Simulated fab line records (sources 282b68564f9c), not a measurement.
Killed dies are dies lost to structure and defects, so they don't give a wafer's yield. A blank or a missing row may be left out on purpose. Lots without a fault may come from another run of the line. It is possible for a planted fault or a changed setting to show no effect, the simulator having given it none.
A lot that was struck, set against a sound lot ; flow ritCmos ; 20 steps out of a route of 202
Sound: these wafers, L629.1, L629.4, L629.6. The struck wafers were L619.1, L619.2, L619.5. The cause is given at the end.
At each step with rows: each side's tool, then ch and its chambers, then its first start. Under that, the readings that differ: sound wafers ; struck wafers ; difference of the means ; sigmas: that difference in standard deviations of wafers without a fault.
alike: readings whose means differ by less than 2 such deviations, and words and numbers that are the same on both sides. not compared: withheld readings, readings that some wafer has no value for, bounds like >300 that may hide the same value, and numbers for which the record gives no deviation and whose values overlap.
The two part at a step that has a row with sigmas, a row that says differs or no value, or rows on one side only. Numbers that don't overlap but have no deviation are shown without sigmas and don't part them. A reading missing from all wafers of one side parts the sides only when that side holds two or more wafers.

first, 6 steps without rows for these wafers: RIT_NRETRO_HMDS_00 (prime time 60 s); RIT_NRETRO_COAT_01 (resist thk 1300 nm); RIT_NRETRO_SOFTBAKE_02 (time 60 s); RIT_NRETRO_EXPOSE_03 (exposes mask M4, target cd 43900 nm); RIT_NRETRO_PEB_04; RIT_NRETRO_DEVELOP_05 (develop time 68 s).
RIT_NRETRO_OVL_MEAS_06:
  struck on overlay-01, day 4 20:02; sound on overlay-02, day 6 20:25
  alike: NRETRO_OVL
then, 2 steps without rows for these wafers: RIT_NRETRO_HARDBAKE_07 (time 120 s); RIT_NRETRO_IMPLANT_08.
RIT_NRETRO_STRIP_09: strips in O2, time 180 s.
  sound on plasmaAsher-01 ch 0,1, day 6 20:51; struck on plasmaAsher-04 ch 0,1, day 4 20:28
  alike: drypumpMotorCurrentA
  not compared: rfHoursCounterH
RIT_NRETRO_TW_MEAS_10:
  struck on filmMetro-02, day 4 20:38; sound on filmMetro-02, day 6 21:01
  alike: NRETRO_TW
then, 1 step without rows for these wafers: RIT_PRETRO_HMDS_00 (prime time 60 s).
RIT_PRETRO_COAT_01: resist thk 1300 nm.
  struck on lithoTrack-02, day 4 20:51; sound on lithoTrack-01 ch 0, day 6 21:14
  no value came back on the struck wafers for chillPlateTempC (C), dispensePressureKPa (kPa); on the sound wafers chillPlateTempC (C) reads 22.96 23.08 22.85
then, 4 steps without rows for these wafers: RIT_PRETRO_SOFTBAKE_02 (time 60 s); RIT_PRETRO_EXPOSE_03 (exposes mask M5, target cd 43700 nm); RIT_PRETRO_PEB_04; RIT_PRETRO_DEVELOP_05 (develop time 68 s).
RIT_PRETRO_OVL_MEAS_06:
  struck on overlay-01, day 4 21:43; sound on overlay-01, day 6 22:05
reading;sound;struck;difference;sigmas
PRETRO_OVL (nm);0.0 2.0 0.9;- - -;no value on the struck wafers;
then, 1 step without rows for these wafers: RIT_PRETRO_HARDBAKE_07 (time 120 s).
RIT_M1_PROBE_99:
  only the struck wafers here have rows in the record (prober-02, day 6 02:44); the sound ones have none

## WHERE THEY PART
Last at RIT_M1_PROBE_99 as far as this record goes, first at RIT_PRETRO_COAT_01.

WHY: whatever the simulator had introduced
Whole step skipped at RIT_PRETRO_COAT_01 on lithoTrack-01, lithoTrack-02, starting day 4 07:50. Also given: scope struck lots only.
